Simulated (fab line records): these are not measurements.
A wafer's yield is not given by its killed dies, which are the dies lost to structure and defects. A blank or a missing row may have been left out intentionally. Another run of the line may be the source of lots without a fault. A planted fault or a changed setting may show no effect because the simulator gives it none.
What tool caused it? ; flow rit-cmos ; 15 lots with 45 wafers sampled at 2 steps, on a route of 202 steps

== WHAT THE GAUGES READ, wafer by wafer ==
RIT_SDANNEAL_RS_MEAS_04: a four-point-probe measurement. Usual: PSD_RS typically reads 115.9 ohm/sq, with standard deviation 0.35.
lot;measured;on;PSD_RS (ohm/sq);flag
L162;day 3 09:29;film-metro-02;115.1 115.7 115.6;
L163;day 3 14:59;film-metro-04;115.2 115.2 115.2;
L166;day 4 06:09;film-metro-04;115.5 115.9 115.8;
L167;day 4 08:37;film-metro-03;116.5 116.2 116.3;
L168;day 4 13:04;film-metro-03;116.3 115.9 116.3;
L171;day 5 06:35;film-metro-04;115.9 115.5 115.5;
L173;day 5 15:40;film-metro-04;115.7 115.9 115.8;
L174;day 5 18:50;film-metro-04;- - -;OFF
L176;day 6 04:57;film-metro-04;116.1 115.9 116.1;
L177;day 6 09:49;film-metro-04;- - -;OFF
L178;day 6 15:52;film-metro-03;116.1 116.1 115.9;
L179;day 6 17:01;film-metro-03;- - -;OFF
L183;day 7 14:14;film-metro-04;115.0 115.8 115.9;
L184;day 7 20:41;film-metro-02;115.4 116.0 115.7;
L185;day 8 01:49;film-metro-04;115.7 115.9 115.4;

== WHICH TOOL RAN EACH LOT (tool, then ch and the chambers of the sampled wafers, then the start) ==
lot;RIT_PSD_IMPLANT_08
L162;implanter-02 ch 0, day 3 08:42
L163;implanter-03 ch 0, day 3 14:10
L166;implanter-03 ch 0, day 4 05:20
L167;implanter-02 ch 0, day 4 07:48
L168;implanter-02 ch 0, day 4 12:14
L171;implanter-03 ch 0, day 5 05:41
L173;implanter-03 ch 0, day 5 14:52
L174;implanter-03 ch 0, day 5 18:02
L176;implanter-04 ch 0, day 6 04:09
L177;implanter-03 ch 0, day 6 09:01
L178;implanter-04 ch 0, day 6 15:03
L179;implanter-03 ch 0, day 6 16:12
L183;implanter-04 ch 0, day 7 13:23
L184;implanter-04 ch 0, day 7 19:52
L185;implanter-02 ch 0, day 8 01:00
- RIT_PSD_IMPLANT_08

== WHAT THE TOOLS THEMSELVES READ (means of the sampled wafers that have a number; where no wafer has one, the mark that the record gives instead) ==
RIT_PSD_IMPLANT_08. Usual: faraday-current-uA at 11763, with a standard deviation of 420.
lot;tool;faraday-current-uA;flag
L162;implanter-02;11188;
L163;implanter-03;11852;
L166;implanter-03;11760;
L167;implanter-02;11552;
L168;implanter-02;11245;
L171;implanter-03;11693;
L173;implanter-03;11667;
L174;implanter-03;12031;
L176;implanter-04;12119;
L177;implanter-03;11780;
L178;implanter-04;12056;
L179;implanter-03;11715;
L183;implanter-04;11972;
L184;implanter-04;12021;
L185;implanter-02;11622;

== THE ANSWER, worked out from the rows above alone ==
Rule: lot off if the mean of its wafers having a number is beyond 3 standard deviations from the usual mean. Also off: a lot with no number at a reading for which 4 or more lots have one. The other lots that the step has rows for count as sound. First the gauges in route order, then the tools' own readings, where a lot's mean is used as printed above. At the first step where some lot is off, the reading lying furthest off is the one used; lots without a number count as furthest.
Off: L174, L177, L179, at RIT_SDANNEAL_RS_MEAS_04 (PSD_RS). Without a number there: L174, L177, L179.
A tool fits if, at a process step before that reading, it ran every lot that is off, and no sound lot after the first of them. Those tools and the gauges at RIT_SDANNEAL_RS_MEAS_04 are tried in the same way. One fits: implanter-03 at RIT_PSD_IMPLANT_08. Its last sound lot is L173 (day 5 14:52), its first lot that is off L174 (day 5 18:02): a fault that began between those two fits.

== WHAT HAD BEEN PUT IN BY THE SIMULATOR ==
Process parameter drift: implanter-03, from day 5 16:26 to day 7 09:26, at RIT_PSD_IMPLANT_08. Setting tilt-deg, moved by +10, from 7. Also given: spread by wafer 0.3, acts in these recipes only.
Lots struck among those shown: L174, L177, L179. This agrees with what the rule above found.
